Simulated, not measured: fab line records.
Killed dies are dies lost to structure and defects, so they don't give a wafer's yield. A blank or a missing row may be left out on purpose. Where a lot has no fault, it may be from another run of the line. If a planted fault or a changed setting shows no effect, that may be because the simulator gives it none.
Which tool did it? :: flow rit cmos :: 7 lots with 21 wafers sampled at 2 steps, on a route of 202 steps

WHAT THE GAUGES READ, wafer by wafer
RIT_CONTACT_THK_MEAS_01.
lot: L525
measured: day 3 19:55
on: film metro-01
CONTACT_TEOS_THK (nm): 394 404 397

lot: L528
measured: day 4 09:05
on: film metro-01
CONTACT_TEOS_THK (nm): 407 406 406

lot: L533
measured: day 5 14:50
on: film metro-01
CONTACT_TEOS_THK (nm): 398 401 400

lot: L534
measured: day 5 18:36
on: film metro-03
CONTACT_TEOS_THK (nm): 395 406 402

lot: L540
measured: day 7 02:14
on: film metro-01
CONTACT_TEOS_THK (nm): 560 408 568

lot: L543
measured: day 7 14:24
on: film metro-02
CONTACT_TEOS_THK (nm): 403 409 572

lot: L545
measured: day 7 22:19
on: film metro-01
CONTACT_TEOS_THK (nm): 398 405 398

EACH LOT AND THE TOOL THAT RAN IT (in order: tool; ch and the chambers of the sampled wafers; start)
lot: L525
RIT_CONTACT_CVD_00: pecvd-04 ch 0, day 3 19:51

lot: L528
RIT_CONTACT_CVD_00: pecvd-04 ch 0,2, day 4 09:01

lot: L533
RIT_CONTACT_CVD_00: pecvd-02 ch 0,1, day 5 14:46

lot: L534
RIT_CONTACT_CVD_00: pecvd-04 ch 0,1, day 5 18:32

lot: L540
RIT_CONTACT_CVD_00: pecvd-04 ch 1,2, day 7 02:09

lot: L543
RIT_CONTACT_CVD_00: pecvd-04 ch 0,1,2, day 7 14:20

lot: L545
RIT_CONTACT_CVD_00: pecvd-03 ch 0,1, day 7 22:15
- RIT_CONTACT_CVD_00: deposits SiO2 from TEOS, target thk 400 nm, time 61 s.

THE ANSWER, worked out from the rows above alone
Rule: the usual values come from the lots themselves. Put in order of their means at a reading, lots are off if they are a third of the lots or fewer, leave a main group of 4 or more, and stand apart from it by a gap of 3 or more times the standard deviation of the main group's means; of several such gaps the widest counts. If all means in a main group match to the digits the tables above print for the reading, that group is not used. A lot without any number at a reading at which 4 lots or more have one is off too. Where the step has rows for the other lots, those lots are counted as sound.
Off: L540, L543, seen at RIT_CONTACT_THK_MEAS_01 (CONTACT_TEOS_THK). The main group: mean 401 nm, standard deviation 2.7.
A tool fits if, at a process step before that reading, it ran every lot that is off, and no sound lot after the first of them. The gauges at RIT_CONTACT_THK_MEAS_01 are tried like those tools. One candidate fits, namely pecvd-04 at RIT_CONTACT_CVD_00. Its last sound lot is L534 (day 5 18:32), its first lot that is off L540 (day 7 02:09): a fault that began between those two fits.

WHAT WAS PUT IN BY THE SIMULATOR
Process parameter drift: pecvd-04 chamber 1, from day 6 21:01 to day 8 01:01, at RIT_CONTACT_CVD_00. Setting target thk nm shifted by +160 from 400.
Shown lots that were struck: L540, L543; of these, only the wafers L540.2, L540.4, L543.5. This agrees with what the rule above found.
